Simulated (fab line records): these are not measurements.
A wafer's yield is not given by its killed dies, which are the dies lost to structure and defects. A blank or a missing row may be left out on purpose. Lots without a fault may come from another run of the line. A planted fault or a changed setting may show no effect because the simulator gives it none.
Problem report, 8D (eight disciplines) form, completed by code / flow berkeley-cmos170 / the parts of the form that need people (team, actions taken, sign-off) are left out

== 1. PROBLEM STATEMENT ==
Mean SCREENOX_OXIDE_THK at UCB170_SCREENOX_THK_MEAS_02: 6.27 nm over 12 wafers in 4 lots; fault-free wafers: 14.42 nm, standard deviation 0.27. Measured from the usual mean, that is -30 standard deviations.
The first sign was on wafer L819.1 at day 9 06:03, on film-metro-04. The record has a number at this step for 48 wafers belonging to 16 lots. Rule for "out", or "out of limits": more than 4 standard deviations from the usual mean. The rest of the wafers with a number are treated as sound.

== 2. WHAT IT IS, AND WHAT IT ISN'T ==
question=which readings at this step | is=SCREENOX_OXIDE_THK | is not=-
question=which lots | is=L818, L819, L820, L821 | is not=L810, L811, L822, L823, L824, L825, L826, L828, L830, L831, L832, L833
question=which wafers of those lots | is=all that have a number | is not=-
question=read on which gauges | is=film-metro-01, film-metro-04 | is not=film-metro-03
question=when | is=from day 9 06:03 | is not=up to then (6 sound wafers); but 30 sound wafers of L822, L823, L824, L825, L826, L828, L830, L831, L832, L833 came after

== 3. SUSPECTS, AND WHAT RULES EACH OUT ==
Counting: any tool at a process step up to the reading is kept as a suspect provided that every lot that is out went through it and no sound lot did after the first of them.
- the gauge at UCB170_SCREENOX_THK_MEAS_02 is ruled out. 2 gauges (film-metro-01, film-metro-04) read the wafers that are out.
- furnace-04 at UCB170_SCREENOX_OXIDATION_01 (target thk 14.4 nm, ox time 2400 s): kept. Every lot that is out went through it, starting with L818 (day 9 04:23), and after that it ran no sound lot; the last sound lot it ran before then is L811 (day 7 10:51).
The count leaves furnace-04 at UCB170_SCREENOX_OXIDATION_01.

== 4. THE CAUSE (what the simulator had put in) ==
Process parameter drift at UCB170_SCREENOX_OXIDATION_01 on furnace-04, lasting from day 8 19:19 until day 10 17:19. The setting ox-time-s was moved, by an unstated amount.
The count eliminated every tool but this one.

== 5. THE CHAIN OF EFFECTS, in route order ==
Rows list readings where the struck wafers' mean (over those with a number) sits beyond 3 standard deviations from the usual. Readings are gone through only where the record gives a usual standard deviation; hours: the median, over the lots, of the time from a lot's start at the first step in this table giving one to that lot's start at this step; sigmas: the change measured in usual standard deviations.
hours=0; step=UCB170_SCREENOX_THK_MEAS_02; reading=SCREENOX_OXIDE_THK; usual=14.42 nm; on struck wafers=6.27; change=-8.15; sigmas=-30

== 6. HOW IT WOULD HAVE BEEN CAUGHT EARLIER ==
11 hours passed between the start of the fault at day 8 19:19 and the first reading out of limits at a measuring or inspecting step in this record, taken at day 9 06:03.
No tool reading at UCB170_SCREENOX_OXIDATION_01 that has a usual standard deviation in the record was out on any struck wafer, so an alarm limit of 4 standard deviations on those readings would not have fired.
By day 9 06:03 the whole set of lots that are out, 4 in number, had already begun UCB170_SCREENOX_OXIDATION_01 on furnace-04. A hold on the tool at that time would have spared none of them.
